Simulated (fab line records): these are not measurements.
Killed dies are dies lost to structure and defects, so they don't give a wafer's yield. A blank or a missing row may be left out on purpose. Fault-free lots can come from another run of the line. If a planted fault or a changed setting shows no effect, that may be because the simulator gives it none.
fab line records | flow rit_cmos
record: lots: 14 | wafers: 42 | last_day: 7
route steps=202 shown PSD@145 M1@202
lots that met no fault: taken from a fault-free run of the same line
start_h: start of the lot's first displayed wafer, in hours after the record's first day | wait_h: how many hours have passed since the lot's step before this one | " the same as in the row above | L1.1+2: a row that stands for several wafers | - either no value or no given start | * or withheld: withheld | < > ~ a bound
route shown NAME@n: a module of which the file shows steps, and the number in the route of the first | usual: average and standard deviation across the fault-free wafers | same: alike in all rows | chamber/n: place in a boat | sites: per-site readings | _std_site: the standard deviation of these | _edge_site: the outer-site mean with the inner-site mean subtracted | radius_mm: for every site, how far away it sits from the centre of the wafer | mask NAME#n: copy n | behind: the last tool/chamber to shape the wafer | hold: what put the lot on hold/how long, in hours/how the hold closed | device: transistor that didn't switch, given as n, p or np | end of line: the same wafers' tests at the end of the route | for a step that has no rows: nothing shown but its recipe | killed: at the first sort, the dies lost to defects and structure; wafer yield is something else | map: dies across one wafer; x = killed, . = not, _ = none there
set.NAME: setting as actually run; set.NAME@STEP: the setting as run at that earlier step | model.NAME: the simulator's own value behind a step, which no gauge read
a sample of lots followed through the steps of the route, with each step as a table and each wafer as a row
services: from which hour (start_h, from the record's first day; less than 0 if before it) a tool's chamber was out of use, for how many hours, and why
== steps ==
step: RIT_PSD_EXPOSE_03
recipe: mask_id: M10 | na: 0.57 | target_cd_nm: 40900 | dose_mj: 250
same: na: 0.57
lot.wafer  | tool             | chamber | start_h | wait_h | mask
L829.1+2+5 | iline_stepper-02 | 0       | 49.44   | 0.2    | M10#0
L831.1+4+6 | iline_stepper-01 | 0       | 58.66   | 0.2    | M10#0
L832.1+4+5 | iline_stepper-02 | 0       | 63.67   | 0.2    | M10#0
L833.1+2+6 | iline_stepper-01 | 0       | 69.64   | 0.2    | M10#0
L834.2+4+5 | iline_stepper-01 | 0       | 77.00   | 0.1    | M10#0
L835.2+3+6 | iline_stepper-01 | 0       | 78.98   | 0.1    | M10#0
L836.1+2+6 | iline_stepper-02 | 0       | 83.63   | 0.2    | M10#0
L837.2+4+5 | iline_stepper-01 | 0       | 91.51   | 0.2    | M10#0
L838.2+4+5 | iline_stepper-01 | 0       | 94.36   | 0.1    | M10#0
L842.4+5+6 | iline_stepper-01 | 0       | 118.39  | 0.1    | M10#0
L843.2+3+6 | iline_stepper-01 | 0       | 120.24  | 0.1    | M10#0
L844.3+4+6 | iline_stepper-01 | 0       | 122.28  | 0.1    | M10#0
L846.2+4+6 | iline_stepper-01 | 0       | 135.68  | 0.2    | M10#0
L849.3+4+5 | iline_stepper-02 | 0       | 148.92  | 0.2    | M10#0
step: RIT_PSD_OVL_MEAS_06
usual: PSD_OVL: 0.6/1.3
lot.wafer | tool       | chamber | start_h | wait_h | PSD_OVL[nm]
L829.1    | overlay-02 | -       | 49.84   | -      | 0.8
L829.2    | "          | -       | "       | "      | 0.0
L829.5    | "          | -       | "       | "      | 1.3
L831.1    | overlay-02 | -       | 59.06   | -      | -1.0
L831.4    | "          | -       | "       | "      | 0.7
L831.6    | "          | -       | "       | "      | 0.4
L832.1    | overlay-02 | -       | 64.07   | -      | 0.4
L832.4    | "          | -       | "       | "      | -0.5
L832.5    | "          | -       | "       | "      | 1.9
L833.1    | overlay-01 | -       | 70.07   | -      | 1.6
L833.2    | "          | -       | "       | "      | 0.8
L833.6    | "          | -       | "       | "      | -0.2
L834.2    | overlay-02 | -       | 77.38   | -      | 0.1
L834.4    | "          | -       | "       | "      | -0.4
L834.5    | "          | -       | "       | "      | -1.2
L835.2    | overlay-02 | -       | 79.37   | -      | 2.1
L835.3    | "          | -       | "       | "      | 2.8
L835.6    | "          | -       | "       | "      | 1.0
L836.1    | overlay-01 | -       | 84.22   | -      | 0.6
L836.2    | "          | -       | "       | "      | 1.3
L836.6    | "          | -       | "       | "      | 1.4
L837.2    | overlay-02 | -       | 91.89   | -      | -0.3
L837.4    | "          | -       | "       | "      | 1.2
L837.5    | "          | -       | "       | "      | 1.8
L838.2    | overlay-02 | -       | 94.75   | -      | 2.8
L838.4    | "          | -       | "       | "      | 0.9
L838.5    | "          | -       | "       | "      | -0.6
L842.4    | overlay-01 | -       | 118.75  | -      | -0.5
L842.5    | "          | -       | "       | "      | 0.0
L842.6    | "          | -       | "       | "      | 0.1
L843.2    | overlay-02 | -       | 120.63  | -      | -1.0
L843.3    | "          | -       | "       | "      | 1.7
L843.6    | "          | -       | "       | "      | -0.8
L844.3    | overlay-02 | -       | 122.66  | -      | -4.1
L844.4    | "          | -       | "       | "      | -4.2
L844.6    | "          | -       | "       | "      | -4.0
L846.2    | overlay-02 | -       | 136.14  | -      | -2.4
L846.4    | "          | -       | "       | "      | -2.5
L846.6    | "          | -       | "       | "      | -3.4
L849.3    | overlay-01 | -       | 149.29  | -      | 0.8
L849.4    | "          | -       | "       | "      | 3.6
L849.5    | "          | -       | "       | "      | 0.3
step: RIT_M1_PROBE_99
usual: killed_at_M0_to_M3: 0.0/0.12 | killed_at_contacts: 0.1/0.27 | killed_at_front_end: 7/3.1 | killed_dies: 7/3.1 | killed_on_rim: 1.9/1.5 | killed_open: 3.6/2.3 | killed_short: 3.2/2
same: gross_dies: 264 | killed_at_M4_up: 0 | killed_at_back_side: 0 | killed_at_other: 0
lot.wafer | tool      | chamber | start_h | wait_h | killed_at_M0_to_M3 | killed_at_contacts | killed_at_front_end | killed_dies | killed_on_rim | killed_open | killed_short
L829.1    | prober-02 | -       | 58.56   | 0.1    | 0                  | 0                  | 18                  | 18          | 2             | 12          | 6
L829.2    | prober-02 | -       | 58.61   | 0.1    | 0                  | 0                  | 3                   | 3           | 2             | 2           | 1
L829.5    | prober-02 | -       | 58.76   | 0.2    | 0                  | 0                  | 8                   | 8           | 4             | 5           | 3
L831.1    | prober-02 | -       | 67.68   | 0.1    | 0                  | 0                  | 5                   | 5           | 2             | 3           | 2
L831.4    | prober-02 | -       | 67.83   | 0.2    | 0                  | 0                  | 11                  | 11          | 3             | 7           | 4
L831.6    | prober-02 | -       | 67.93   | 0.2    | 0                  | 0                  | 9                   | 9           | 1             | 4           | 5
L832.1    | prober-01 | -       | 73.56   | 0.1    | 0                  | 0                  | 10                  | 10          | 2             | 4           | 6
L832.4    | prober-01 | -       | 73.71   | 0.2    | 0                  | 0                  | 8                   | 8           | 2             | 4           | 4
L832.5    | prober-01 | -       | 73.76   | 0.2    | 0                  | 0                  | 6                   | 6           | 0             | 1           | 5
L833.1    | prober-01 | -       | 79.08   | 0.1    | 0                  | 0                  | 7                   | 7           | 2             | 6           | 1
L833.2    | prober-01 | -       | 79.13   | 0.1    | 0                  | 0                  | 2                   | 2           | 2             | 1           | 1
L833.6    | prober-01 | -       | 79.33   | 0.2    | 0                  | 0                  | 8                   | 8           | 1             | 5           | 3
L834.2    | prober-02 | -       | 86.24   | 0.1    | 0                  | 0                  | 6                   | 6           | 4             | 2           | 4
L834.4    | prober-02 | -       | 86.34   | 0.2    | 0                  | 0                  | 6                   | 6           | 2             | 1           | 5
L834.5    | prober-02 | -       | 86.39   | 0.2    | 0                  | 0                  | 8                   | 8           | 4             | 4           | 4
L835.2    | prober-01 | -       | 89.05   | 0.1    | 0                  | 0                  | 9                   | 9           | 1             | 7           | 2
L835.3    | prober-01 | -       | 89.10   | 0.2    | 0                  | 0                  | 11                  | 11          | 4             | 4           | 7
L835.6    | prober-01 | -       | 89.25   | 0.2    | 0                  | 0                  | 7                   | 7           | 0             | 1           | 6
L836.1    | prober-02 | -       | 93.60   | 0.1    | 0                  | 0                  | 3                   | 3           | 0             | 0           | 3
L836.2    | prober-02 | -       | 93.65   | 0.1    | 0                  | 0                  | 7                   | 7           | 2             | 2           | 5
L836.6    | prober-02 | -       | 93.85   | 0.2    | 0                  | 0                  | 4                   | 4           | 0             | 3           | 1
L837.2    | prober-01 | -       | 100.52  | 0.1    | 0                  | 0                  | 7                   | 7           | 2             | 5           | 2
L837.4    | prober-01 | -       | 100.62  | 0.2    | 0                  | 0                  | 6                   | 6           | 1             | 2           | 4
L837.5    | prober-01 | -       | 100.67  | 0.2    | 0                  | 0                  | 4                   | 4           | 1             | 3           | 1
L838.2    | prober-02 | -       | 104.73  | 0.1    | 0                  | 0                  | 6                   | 6           | 2             | 5           | 1
L838.4    | prober-02 | -       | 104.83  | 0.2    | 0                  | 0                  | 10                  | 10          | 2             | 6           | 4
L838.5    | prober-02 | -       | 104.88  | 0.2    | 0                  | 0                  | 8                   | 8           | 0             | 4           | 4
L842.4    | prober-02 | -       | 127.35  | 0.2    | 0                  | 0                  | 8                   | 8           | 1             | 3           | 5
L842.5    | prober-02 | -       | 127.40  | 0.2    | 0                  | 0                  | 5                   | 5           | 2             | 2           | 2
L842.6    | prober-02 | -       | 127.45  | 0.2    | 0                  | 1                  | 3                   | 4           | 0             | 3           | 1
L843.2    | prober-01 | -       | 129.90  | 0.1    | 0                  | 0                  | 6                   | 6           | 2             | 0           | 6
L843.3    | prober-01 | -       | 129.95  | 0.2    | 0                  | 0                  | 8                   | 8           | 3             | 3           | 5
L843.6    | prober-01 | -       | 130.10  | 0.2    | 0                  | 0                  | 6                   | 6           | 1             | 4           | 2
L844.3    | prober-02 | -       | 131.45  | 0.2    | 0                  | 0                  | 3                   | 3           | 1             | 2           | 1
L844.4    | prober-02 | -       | 131.50  | 0.2    | 0                  | 0                  | 7                   | 7           | 1             | 4           | 3
L844.6    | prober-02 | -       | 131.60  | 0.2    | 0                  | 0                  | 6                   | 6           | 1             | 1           | 5
L846.2    | prober-02 | -       | 144.52  | 0.1    | 1                  | 0                  | 1                   | 2           | 0             | 2           | 0
L846.4    | prober-02 | -       | 144.62  | 0.2    | 0                  | 0                  | 14                  | 14          | 4             | 11          | 3
L846.6    | prober-02 | -       | 144.72  | 0.2    | 0                  | 0                  | 5                   | 5           | 1             | 2           | 3
L849.3    | prober-01 | -       | 158.02  | 0.2    | 0                  | 1                  | 6                   | 7           | 5             | 2           | 4
L849.4    | prober-01 | -       | 158.07  | 0.2    | 0                  | 0                  | 5                   | 5           | 2             | 1           | 4
L849.5    | prober-01 | -       | 158.12  | 0.2    | 0                  | 0                  | 7                   | 7           | 1             | 4           | 3
killed by level:class
L829.1 GATE:geometric_particle:open=7 GATE:geometric_particle:short=3 REOX:geometric_particle:open=2 SILICIDE:geometric_particle:open=2 SILICIDE:geometric_particle:short=2 REOX:geometric_particle:short=1 SPACER:geometric_particle:open=1
L829.2 GATE:geometric_particle:open=2 SILICIDE:geometric_particle:short=1
L829.5 REOX:geometric_particle:open=4 REOX:geometric_particle:short=3 SPACER:geometric_particle:open=1
L831.1 SPACER:geometric_particle:open=2 FOX2:geometric_particle:short=1 REOX:geometric_particle:open=1 SILICIDE:geometric_particle:short=1
L831.4 GATE:geometric_particle:short=3 GATE:geometric_particle:open=3 FOX2:geometric_particle:open=1 REOX:geometric_particle:short=1 REOX:geometric_particle:open=1 SPACER:geometric_particle:open=1 SILICIDE:geometric_particle:open=1
L831.6 GATE:geometric_particle:short=4 GATE:geometric_particle:open=3 SILICIDE:geometric_particle:open=1 SILICIDE:geometric_particle:short=1
L832.1 GATE:geometric_particle:short=3 REOX:geometric_particle:short=3 GATE:geometric_particle:open=2 REOX:geometric_particle:open=2
L832.4 GATE:geometric_particle:open=3 FOX2:geometric_particle:short=1 REOX:geometric_particle:short=1 SPACER:geometric_particle:short=1 SILICIDE:geometric_particle:short=1 SILICIDE:geometric_particle:open=1
L832.5 SPACER:geometric_particle:short=3 REOX:geometric_particle:short=1 REOX:geometric_particle:open=1 SILICIDE:geometric_particle:short=1
L833.1 GATE:geometric_particle:open=3 FOX2:geometric_particle:open=1 GATE:geometric_particle:short=1 REOX:geometric_particle:open=1 SILICIDE:geometric_particle:open=1
L833.2 GATE:geometric_particle:open=1 REOX:geometric_particle:short=1
L833.6 GATE:geometric_particle:open=3 FOX2:geometric_particle:short=1 GATE:geometric_particle:short=1 REOX:geometric_particle:open=1 SPACER:geometric_particle:short=1 SPACER:geometric_particle:open=1
L834.2 GATE:geometric_particle:short=2 FOX2:geometric_particle:open=1 GATE:geometric_particle:open=1 SPACER:geometric_particle:short=1 SILICIDE:geometric_particle:short=1
L834.4 GATE:geometric_particle:short=3 FOX2:geometric_particle:short=1 FOX2:geometric_particle:open=1 SILICIDE:geometric_particle:short=1
L834.5 SPACER:geometric_particle:short=3 GATE:geometric_particle:open=2 ACTIVE:geometric_particle:open=1 FOX2:geometric_particle:short=1 SPACER:geometric_particle:open=1
L835.2 FOX1:geometric_particle:open=2 GATE:geometric_particle:open=2 FOX2:geometric_particle:open=1 GATE:geometric_particle:short=1 SPACER:geometric_particle:open=1 SILICIDE:geometric_particle:short=1 SILICIDE:geometric_particle:open=1
L835.3 GATE:geometric_particle:short=4 REOX:geometric_particle:open=2 SILICIDE:geometric_particle:short=2 GATE:geometric_particle:open=1 REOX:geometric_particle:short=1 SPACER:geometric_particle:open=1
L835.6 FOX1:geometric_particle:short=3 GATE:geometric_particle:short=2 FOX2:geometric_particle:open=1 FOX2:geometric_particle:short=1
L836.1 GATE:geometric_particle:short=2 FOX2:geometric_particle:short=1
L836.2 GATE:geometric_particle:short=2 SPACER:geometric_particle:short=2 FOX1:geometric_particle:open=1 REOX:geometric_particle:short=1 SILICIDE:geometric_particle:open=1
L836.6 REOX:geometric_particle:open=2 GATE:geometric_particle:open=1 REOX:geometric_particle:short=1
L837.2 GATE:geometric_particle:open=2 GATE:geometric_particle:short=2 FOX2:geometric_particle:open=1 REOX:geometric_particle:open=1 SPACER:geometric_particle:open=1
L837.4 SPACER:geometric_particle:short=3 FOX1:geometric_particle:open=1 GATE:geometric_particle:open=1 GATE:geometric_particle:short=1
L837.5 FOX2:geometric_particle:open=1 GATE:geometric_particle:open=1 GATE:geometric_particle:short=1 SPACER:geometric_particle:open=1
L838.2 GATE:geometric_particle:open=2 FOX1:geometric_particle:open=1 FOX2:geometric_particle:short=1 REOX:geometric_particle:open=1 SILICIDE:geometric_particle:open=1
L838.4 FOX1:geometric_particle:short=2 FOX1:geometric_particle:open=2 GATE:geometric_particle:open=2 FOX2:geometric_particle:open=1 FOX2:geometric_particle:short=1 GATE:geometric_particle:short=1 SILICIDE:geometric_particle:open=1
L838.5 GATE:geometric_particle:short=4 GATE:geometric_particle:open=2 REOX:geometric_particle:open=1 SPACER:geometric_particle:open=1
L842.4 REOX:geometric_particle:open=2 REOX:geometric_particle:short=2 SPACER:geometric_particle:short=2 FOX2:geometric_particle:open=1 GATE:geometric_particle:short=1
L842.5 FOX1:geometric_particle:open=1 GATE:geometric_particle:short=1 GATE:geometric_particle:open=1 REOX:geometric_particle:short=1 PRETRO:coat_microbubble_printed=1
L842.6 REOX:geometric_particle:short=1 REOX:geometric_particle:open=1 SPACER:geometric_particle:open=1 CONTACT:geometric_particle:open=1
L843.2 GATE:geometric_particle:short=2 SILICIDE:geometric_particle:short=2 REOX:geometric_particle:short=1 SPACER:geometric_particle:short=1
L843.3 FOX1:geometric_particle:short=2 SILICIDE:geometric_particle:short=2 FOX2:geometric_particle:open=1 GATE:geometric_particle:open=1 REOX:geometric_particle:short=1 SPACER:geometric_particle:open=1
L843.6 GATE:geometric_particle:open=2 FOX1:geometric_particle:open=1 GATE:geometric_particle:short=1 REOX:geometric_particle:open=1 REOX:geometric_particle:short=1
L844.3 GATE:geometric_particle:open=1 SPACER:geometric_particle:short=1 SILICIDE:geometric_particle:open=1
L844.4 GATE:geometric_particle:open=2 FOX1:geometric_particle:short=1 GATE:geometric_particle:short=1 REOX:geometric_particle:open=1 SILICIDE:geometric_particle:short=1 SILICIDE:geometric_particle:open=1
L844.6 SILICIDE:geometric_particle:short=3 GATE:geometric_particle:short=1 SPACER:geometric_particle:short=1 SILICIDE:geometric_particle:open=1
L846.2 SPACER:geometric_particle:open=1 M1:geometric_particle:open=1
L846.4 GATE:geometric_particle:open=3 REOX:geometric_particle:open=2 SPACER:geometric_particle:open=2 SILICIDE:geometric_particle:open=2 ACTIVE:geometric_particle:short=1 FOX1:geometric_particle:open=1 FOX2:geometric_particle:open=1 GATE:geometric_particle:short=1
L846.6 GATE:geometric_particle:short=3 FOX1:geometric_particle:open=1 GATE:geometric_particle:open=1
L849.3 REOX:geometric_particle:short=2 FOX1:geometric_particle:short=1 GATE:geometric_particle:open=1 SPACER:geometric_particle:short=1 SILICIDE:geometric_particle:open=1 CONTACT:coat_microbubble_printed=1
L849.4 FOX2:geometric_particle:short=1 GATE:geometric_particle:short=1 GATE:geometric_particle:open=1 REOX:geometric_particle:short=1 SILICIDE:geometric_particle:short=1
L849.5 GATE:geometric_particle:open=3 GATE:geometric_particle:short=2 FOX1:geometric_particle:short=1 SILICIDE:geometric_particle:open=1
== services ==
tool             | chamber | start_h | hours | kind
iline_stepper-02 | 0       | 31.23   | -     | calibration
iline_stepper-01 | 0       | 104.23  | -     | calibration
iline_stepper-02 | -       | 120.58  | 1.7   | pm
iline_stepper-01 | -       | 127.32  | 1.7   | pm
== key ==
first_sign: step: RIT_PSD_OVL_MEAS_06 | reading: PSD_OVL | direction: down | sigmas: 3.2 | usual: 0.6 | struck: -3.4
effect none on later readings
met_at RIT_PSD_EXPOSE_03
struck_lots L844,L846
tester_left_out L844,L846
onset_between 120.24 122.28
fault: kind: process_parameter_drift | tool: iline_stepper-01 | chamber: - | onset_h: 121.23 | steps: RIT_PSD_EXPOSE_03 | channel: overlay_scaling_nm | offset: 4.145 | shape: step | end_h: 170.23
tester_left_out: of these lots the tester's yield and bins aren't shown, on N5 and GAA mostly nor the transistor test; their killed dies are dies lost to structure and defects alone, not to doping, threshold or leakage, so they don't give the yield
